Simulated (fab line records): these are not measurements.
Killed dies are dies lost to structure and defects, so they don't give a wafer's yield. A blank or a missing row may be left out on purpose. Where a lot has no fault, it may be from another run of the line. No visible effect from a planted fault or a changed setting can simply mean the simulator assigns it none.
Split-lot trial	flow rit cmos	23 wafers read from 5 lots, route of 202 steps

## THE SPLIT
At RIT_PWELL_IMPLANT_08, the setting dose cm2 was moved away from the recipe's 7e+13 on 6 of the 23 wafers read, by -6.0% to -4.6%. All remaining wafers had this setting at the recipe value.

## FROM THE SPLIT TO THE READING: what the file shows between them, 3 steps
- RIT_PWELL_STRIP_09: strips in O2, time 180 s
- RIT_PWELL_TW_MEAS_10
- RIT_WELLDRIVE_ANNEAL_00: time 14700 s

## THE READING
PWELL_RS (ohm/sq), read at RIT_WELLDRIVE_RS_MEAS_02 with a four-point probe. Fault-free wafers of this fab line usually give 429.7 ohm/sq, standard deviation 1.2 ohm/sq.

wafer	tool, chamber at the split	dose cm2 as run	against the recipe	PWELL_RS, ohm/sq	against lot-mates on the recipe
L074.2	implanter-04, 0	7e+13	recipe	429.2	-
L074.3	implanter-04, 0	7e+13	recipe	428.5	-
L074.4	implanter-04, 0	7e+13	recipe	430.0	-
L074.5	implanter-04, 0	7e+13	recipe	430.6	-
L074.6	implanter-04, 0	7e+13	recipe	428.2	-
L076.2	implanter-02, 0	7e+13	recipe	430.2	-
L076.5	implanter-02, 0	7e+13	recipe	431.3	-
L076.6	implanter-02, 0	7e+13	recipe	430.4	-
L080.1	implanter-01, 0	6.681e+13	-4.6%	441.6	+12.0
L080.3	implanter-01, 0	7e+13	recipe	429.4	-
L080.4	implanter-01, 0	6.681e+13	-4.6%	442.7	+13.1
L080.5	implanter-01, 0	6.681e+13	-4.6%	442.5	+12.9
L080.6	implanter-01, 0	7e+13	recipe	429.8	-
L081.1	implanter-02, 0	7e+13	recipe	428.2	-
L081.2	implanter-02, 0	6.581e+13	-6.0%	444.1	+15.7
L081.4	implanter-02, 0	6.581e+13	-6.0%	445.0	+16.6
L081.5	implanter-02, 0	6.581e+13	-6.0%	445.2	+16.8
L081.6	implanter-02, 0	7e+13	recipe	428.7	-
L084.2	implanter-04, 0	7e+13	recipe	432.0	-
L084.3	implanter-04, 0	7e+13	recipe	431.2	-
L084.4	implanter-04, 0	7e+13	recipe	431.3	-
L084.5	implanter-04, 0	7e+13	recipe	432.4	-
L084.6	implanter-04, 0	7e+13	recipe	432.9	-

THE FIT
A straight line over all 23 wafers: PWELL_RS changes by -2.5 ohm/sq for each +1% of dose cm2; r = -0.98; the points scatter about the line by 1.3 ohm/sq.
The same after taking each lot's own level away (the mean of its wafers on the recipe; 23 wafers): -2.74 ohm/sq for each +1%; r = -1.00; scatter 0.64 ohm/sq.
According to that fit, moving dose cm2 by its largest amount changes the reading by 16 ohm/sq.
The lots' own levels span 428.45 to 431.96 ohm/sq, that is 2.9 times the standard deviation above.
So the lot-to-lot level changes the slope little: the two slopes agree.
Check: with one of the wafers moved furthest among these (-6.0%) left out of the fit, the line predicts +16.6 ohm/sq for it against its lot-mates. Against them it came out at +15.7 ohm/sq.

## FURTHER SPLITS ON THESE WAFERS
These wafers also went through other splits before the reading. Each is held against what the fit with the lots' levels taken away leaves over:
other split on the same wafers	wafers away from the commonest value	r with PWELL_RS (lot level and that fit taken away)
RIT_ACTIVE_COAT_06 resist thk nm	6	-0.19
RIT_FOX1_OXIDATION_00 ox time s	15	-0.03
RIT_NWELL_COAT_01 resist thk nm	7	-0.19
RIT_NWELL_IMPLANT_08 energy kev	7	-0.27

## THE WHOLE CHAIN: every reading that the file lists as answering this split, in the file's order
step	what it does	reading	change (the file's fit)	r (the file's)
RIT_PWELL_TW_MEAS_10		PWELL_TW	+3.1 for each +1% of the setting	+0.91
RIT_WELLDRIVE_RS_MEAS_02	measures by four-point-probe	PWELL_RS	-2.75 for each +1% of the setting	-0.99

## THE FILE'S OWN FIT
PWELL_RS changes by -2.75 ohm/sq for each +1% of dose cm2, r = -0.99.
